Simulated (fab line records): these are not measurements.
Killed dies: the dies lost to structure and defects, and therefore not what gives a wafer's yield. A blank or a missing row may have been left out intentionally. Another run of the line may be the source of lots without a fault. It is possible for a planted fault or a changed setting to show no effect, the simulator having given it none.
Which tool is to blame? :: flow berkeley-cmos170 :: 15 lots, 45 wafers sampled, at 4 steps of a route of 331

## WHAT EACH GAUGE READ, for each wafer
UCB170_PWELL_THK_MEAS_06. Usual: PWELL_NITRIDE_THK 220.4 nm, standard deviation 2.5.
lot: L750
measured: day 3 12:17
on: film-metro-01
PWELL_NITRIDE_THK (nm): 217.2 218.4 220.6
flag: 

lot: L751
measured: day 3 12:17
on: film-metro-03
PWELL_NITRIDE_THK (nm): 224.9 223.9 223.8
flag: 

lot: L753
measured: day 3 16:15
on: film-metro-04
PWELL_NITRIDE_THK (nm): 218.6 219.1 220.8
flag: 

lot: L754
measured: day 3 23:14
on: film-metro-01
PWELL_NITRIDE_THK (nm): 221.3 221.4 221.0
flag: 

lot: L755
measured: day 4 16:34
on: film-metro-04
PWELL_NITRIDE_THK (nm): 220.5 220.5 219.4
flag: 

lot: L760
measured: day 5 02:01
on: film-metro-04
PWELL_NITRIDE_THK (nm): 220.3 221.9 221.2
flag: 

lot: L765
measured: day 6 01:49
on: film-metro-04
PWELL_NITRIDE_THK (nm): 222.0 222.5 222.2
flag: 

lot: L764
measured: day 6 01:45
on: film-metro-04
PWELL_NITRIDE_THK (nm): 220.4 222.0 219.1
flag: 

lot: L766
measured: day 6 03:37
on: film-metro-04
PWELL_NITRIDE_THK (nm): 216.8 221.2 220.8
flag: 

lot: L767
measured: day 6 09:49
on: film-metro-04
PWELL_NITRIDE_THK (nm): 226.8 227.1 227.3
flag: 

lot: L769
measured: day 7 01:30
on: film-metro-04
PWELL_NITRIDE_THK (nm): 217.3 217.0 216.4
flag: 

lot: L770
measured: day 7 06:43
on: film-metro-04
PWELL_NITRIDE_THK (nm): 218.2 217.3 217.8
flag: 

UCB170_PWELL_OVL_MEAS_13. Usual: PWELL_OVL -3 nm, standard deviation 6.4.
lot: L750
measured: day 3 13:58
on: overlay-01
PWELL_OVL (nm): 1 -6 -10
flag: 

lot: L751
measured: day 3 14:10
on: overlay-01
PWELL_OVL (nm): 4 1 3
flag: 

lot: L753
measured: day 3 17:31
on: overlay-01
PWELL_OVL (nm): -2 -3 -6
flag: 

lot: L754
measured: day 4 00:16
on: overlay-01
PWELL_OVL (nm): -6 -3 -11
flag: 

lot: L755
measured: day 4 18:38
on: overlay-02
PWELL_OVL (nm): 1 3 -4
flag: 

lot: L760
measured: day 5 03:23
on: overlay-02
PWELL_OVL (nm): -3 -14 -9
flag: 

lot: L765
measured: day 6 03:57
on: overlay-01
PWELL_OVL (nm): -10 -10 -11
flag: 

lot: L764
measured: day 6 03:32
on: overlay-02
PWELL_OVL (nm): -7 -1 -8
flag: 

lot: L766
measured: day 6 05:28
on: overlay-02
PWELL_OVL (nm): 2 -11 -5
flag: 

lot: L767
measured: day 6 10:46
on: overlay-01
PWELL_OVL (nm): -7 -7 -4
flag: 

lot: L769
measured: day 7 02:52
on: overlay-01
PWELL_OVL (nm): -5 5 4
flag: 

lot: L770
measured: day 7 08:30
on: overlay-02
PWELL_OVL (nm): -3 2 2
flag: 

UCB170_NVT_OVL_MEAS_06. Usual: NVT_OVL 1 nm, standard deviation 5.8.
lot: L750
measured: day 6 06:20
on: overlay-01
NVT_OVL (nm): 1 2 1
flag: 

lot: L751
measured: day 6 06:24
on: overlay-02
NVT_OVL (nm): -4 -1 -1
flag: 

lot: L753
measured: day 6 05:47
on: overlay-01
NVT_OVL (nm): -2 2 8
flag: 

lot: L754
measured: day 6 21:38
on: overlay-01
NVT_OVL (nm): -7 -5 -9
flag: 

lot: L755
measured: day 7 05:13
on: overlay-02
NVT_OVL (nm): -1 5 2
flag: 

lot: L760
measured: day 7 16:34
on: overlay-01
NVT_OVL (nm): -2 11 8
flag: 

lot: L765
measured: day 8 18:20
on: overlay-01
NVT_OVL (nm): -8 -3 -1
flag: 

lot: L764
measured: day 8 18:34
on: overlay-02
NVT_OVL (nm): 4 3 6
flag: 

lot: L766
measured: day 8 17:50
on: overlay-01
NVT_OVL (nm): -8 -1 -13
flag: 

lot: L767
measured: day 8 18:38
on: overlay-02
NVT_OVL (nm): 2 -1 -2
flag: 

lot: L769
measured: day 9 23:56
on: overlay-02
NVT_OVL (nm): 1 4 1
flag: 

lot: L770
measured: day 10 00:18
on: overlay-02
NVT_OVL (nm): 6 3 2
flag: 

## WHAT TOOL EACH LOT RAN ON (gives the tool, then ch and the chambers of the sampled wafers, and finally the start)
lot: L750
UCB170_NWELL_EXPOSE_09: krf-scanner-01 ch 0, day 2 13:50

lot: L751
UCB170_NWELL_EXPOSE_09: krf-scanner-01 ch 0, day 2 18:04

lot: L753
UCB170_NWELL_EXPOSE_09: krf-scanner-01 ch 0, day 2 23:15

lot: L754
UCB170_NWELL_EXPOSE_09: krf-scanner-01 ch 0, day 3 06:13

lot: L755
UCB170_NWELL_EXPOSE_09: krf-scanner-01 ch 0, day 3 14:58

lot: L758
UCB170_NWELL_EXPOSE_09: krf-scanner-02, day 3 21:04

lot: L757
UCB170_NWELL_EXPOSE_09: krf-scanner-01, day 3 21:16

lot: L759
UCB170_NWELL_EXPOSE_09: krf-scanner-01, day 4 08:02

lot: L760
UCB170_NWELL_EXPOSE_09: krf-scanner-01 ch 0, day 4 13:07

lot: L765
UCB170_NWELL_EXPOSE_09: krf-scanner-01 ch 0, day 5 08:09

lot: L764
UCB170_NWELL_EXPOSE_09: krf-scanner-01 ch 0, day 5 08:25

lot: L766
UCB170_NWELL_EXPOSE_09: krf-scanner-02 ch 0, day 5 12:14

lot: L767
UCB170_NWELL_EXPOSE_09: krf-scanner-01 ch 0, day 5 20:27

lot: L769
UCB170_NWELL_EXPOSE_09: krf-scanner-02 ch 0, day 6 03:41

lot: L770
UCB170_NWELL_EXPOSE_09: krf-scanner-01 ch 0, day 6 08:13
- UCB170_NWELL_EXPOSE_09: exposes mask NWELL, target cd 3000 nm.

## WHAT THE TOOLS THEMSELVES READ (means of the sampled wafers that have a number; where no wafer has one, the mark that the record gives instead)
UCB170_NWELL_EXPOSE_09. Usual: exposure-dose-mJ-cm2 25.002, standard deviation 0.025; focus-offset-nm 0.1 nm, standard deviation 0.52.
lot: L750
tool: krf-scanner-01
exposure-dose-mJ-cm2: 25.013
focus-offset-nm (nm): -0.0
flag: 

lot: L751
tool: krf-scanner-01
exposure-dose-mJ-cm2: 24.999
focus-offset-nm (nm): 0.5
flag: 

lot: L753
tool: krf-scanner-01
exposure-dose-mJ-cm2: 25.021
focus-offset-nm (nm): -0.2
flag: 

lot: L754
tool: krf-scanner-01
exposure-dose-mJ-cm2: 25.013
focus-offset-nm (nm): 0.0
flag: 

lot: L755
tool: krf-scanner-01
exposure-dose-mJ-cm2: 24.972
focus-offset-nm (nm): 0.6
flag: 

lot: L758
tool: krf-scanner-02
exposure-dose-mJ-cm2: -
focus-offset-nm (nm): -
flag: OFF

lot: L757
tool: krf-scanner-01
exposure-dose-mJ-cm2: -
focus-offset-nm (nm): -
flag: OFF

lot: L759
tool: krf-scanner-01
exposure-dose-mJ-cm2: -
focus-offset-nm (nm): -
flag: OFF

lot: L760
tool: krf-scanner-01
exposure-dose-mJ-cm2: 25.007
focus-offset-nm (nm): 0.3
flag: 

lot: L765
tool: krf-scanner-01
exposure-dose-mJ-cm2: 25.012
focus-offset-nm (nm): 0.4
flag: 

lot: L764
tool: krf-scanner-01
exposure-dose-mJ-cm2: 24.986
focus-offset-nm (nm): -0.0
flag: 

lot: L766
tool: krf-scanner-02
exposure-dose-mJ-cm2: 24.986
focus-offset-nm (nm): 0.3
flag: 

lot: L767
tool: krf-scanner-01
exposure-dose-mJ-cm2: 25.017
focus-offset-nm (nm): -0.0
flag: 

lot: L769
tool: krf-scanner-02
exposure-dose-mJ-cm2: 24.948
focus-offset-nm (nm): 0.6
flag: 

lot: L770
tool: krf-scanner-01
exposure-dose-mJ-cm2: 25.001
focus-offset-nm (nm): 0.3
flag: 

## THE ANSWER, worked out from the rows above alone
Rule: a lot is off if the mean of its wafers that have a number lies more than 3 standard deviations from the usual mean. Also off: a lot with no number at a reading for which 4 or more lots have one. All remaining lots with rows at the step are treated as sound. After the gauges, taken in route order, come the tools' own readings; for these a lot's mean is taken, as printed above. At the first step where some lot is off, the reading lying furthest off is the one used; lots without a number count as furthest.
Off: L758, L757, L759, at UCB170_NWELL_EXPOSE_09 (exposure-dose-mJ-cm2). Without a number there: L758, L757, L759.
If a tool, at that step or one of the process steps before it, ran each lot that is off and ran no sound lot following the first of them, it fits. No candidate that was tried fits.

## WHAT THE SIMULATOR PUT IN
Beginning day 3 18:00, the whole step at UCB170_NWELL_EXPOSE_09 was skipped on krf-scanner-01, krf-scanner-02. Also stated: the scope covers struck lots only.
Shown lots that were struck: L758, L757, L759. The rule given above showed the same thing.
